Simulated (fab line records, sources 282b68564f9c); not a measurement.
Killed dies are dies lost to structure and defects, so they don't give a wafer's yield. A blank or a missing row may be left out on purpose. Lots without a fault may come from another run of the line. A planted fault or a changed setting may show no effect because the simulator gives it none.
Tool commonality check | flow rit_cmos | 14 lots, 42 wafers sampled

WHY IT WAS OPENED
At RIT_SDANNEAL_RS_MEAS_04 the reading PSD_RS is flagged on 2 of 14 lots. Wafers without a fault read 115.9 ohm/sq, standard deviation 0.33.
Rule: a lot is flagged when every wafer of it that has a number lies more than 4 standard deviations from that mean, or none has a number. The other lots count as sound.

lot  | measured    | on            | PSD_RS (ohm/sq), wafer by wafer | flag
L847 | day 3 06:52 | film_metro-04 | 115.7 115.7 115.7               |
L852 | day 4 09:40 | film_metro-04 | 116.2 116.2 116.4               |
L857 | day 5 09:04 | film_metro-03 | 130.4 130.7 130.3               | FLAGGED
L858 | day 5 14:08 | film_metro-03 | 116.0 116.3 116.6               |
L859 | day 5 18:52 | film_metro-03 | 130.0 130.2 130.3               | FLAGGED
L860 | day 5 20:50 | film_metro-04 | 115.8 116.0 116.1               |
L862 | day 6 08:52 | film_metro-04 | 115.7 115.9 115.9               |
L863 | day 6 11:28 | film_metro-03 | 115.9 115.8 116.0               |
L864 | day 6 17:11 | film_metro-02 | 115.6 116.0 115.6               |
L865 | day 7 02:05 | film_metro-04 | 115.8 115.7 115.7               |
L867 | day 7 10:52 | film_metro-03 | 116.5 116.2 116.3               |
L868 | day 7 14:58 | film_metro-02 | 116.1 116.4 116.3               |
L869 | day 7 21:20 | film_metro-04 | 115.8 115.9 115.8               |
L870 | day 7 23:43 | film_metro-04 | 115.3 115.5 115.6               |
The numbers of the flagged lots are 130.3 ohm/sq on average: +14.4 ohm/sq against the usual, or +44 standard deviations.

WHICH TOOL RAN EACH LOT
The record holds 1 process step before the reading, out of a route of 202 steps. In each cell: the tool, then ch and the chambers that the sampled wafers went through, then the start.
lot  | flag    | RIT_SDANNEAL_RTA_03
L847 |         | rtp_anneal-01 ch 0, day 3 06:47
L852 |         | rtp_anneal-01 ch 0, day 4 09:36
L857 | FLAGGED | rtp_anneal-01 ch 0, day 5 08:59
L858 |         | rtp_anneal-02 ch 0, day 5 14:04
L859 | FLAGGED | rtp_anneal-01 ch 0, day 5 18:48
L860 |         | rtp_anneal-02 ch 0, day 5 20:47
L862 |         | rtp_anneal-02 ch 0, day 6 08:49
L863 |         | rtp_anneal-02 ch 0, day 6 11:25
L864 |         | rtp_anneal-02 ch 0, day 6 17:07
L865 |         | rtp_anneal-02 ch 0, day 7 02:02
L867 |         | rtp_anneal-02 ch 0, day 7 10:49
L868 |         | rtp_anneal-02 ch 0, day 7 14:55
L869 |         | rtp_anneal-02 ch 0, day 7 21:16
L870 |         | rtp_anneal-02 ch 0, day 7 23:40
What these steps do:
- RIT_SDANNEAL_RTA_03: time 5 s.
- RIT_SDANNEAL_RS_MEAS_04: measures by four-point-probe.

FLAGGED OVER TOTAL, TOOL BY TOOL (the gauges that took the reading come last)
step                    | tool          | lots run | flagged | share of the flagged lots | sound lots run after its first flagged lot
RIT_SDANNEAL_RTA_03     | rtp_anneal-01 | 4        | 2       | all                       | 0
RIT_SDANNEAL_RTA_03     | rtp_anneal-02 | 10       | 0       | none                      | -
RIT_SDANNEAL_RS_MEAS_04 | film_metro-02 | 2        | 0       | none                      | -
RIT_SDANNEAL_RS_MEAS_04 | film_metro-03 | 5        | 2       | all                       | 3 (L858,L863,L867)
RIT_SDANNEAL_RS_MEAS_04 | film_metro-04 | 7        | 0       | none                      | -

WHAT THE TABLE ALLOWS
2 rows of the table ran every flagged lot: rtp_anneal-01 at RIT_SDANNEAL_RTA_03, film_metro-03 at RIT_SDANNEAL_RS_MEAS_04.
- rtp_anneal-01 at RIT_SDANNEAL_RTA_03: 2 of its 4 lots flagged. Its last sound lot is L852 (day 4 09:36), its first flagged lot L857 (day 5 08:59): a fault that began between those two fits. Its own readings lie more than 4 standard deviations out on every wafer of the flagged lots: wafer_temp_C_max.
- film_metro-03 at RIT_SDANNEAL_RS_MEAS_04: 2 of its 5 lots flagged. Sound lots ran on it after the first flagged one (L858, L863, L867), which a lasting fault on the whole tool wouldn't allow.
One tool is left: rtp_anneal-01 at RIT_SDANNEAL_RTA_03.

WHAT THE SIMULATOR HAD PUT IN
Process parameter drift: rtp_anneal-01, from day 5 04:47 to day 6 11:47, at RIT_SDANNEAL_RTA_03. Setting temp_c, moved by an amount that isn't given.
Lots struck among those shown: L857, L859. The rule above found the same.
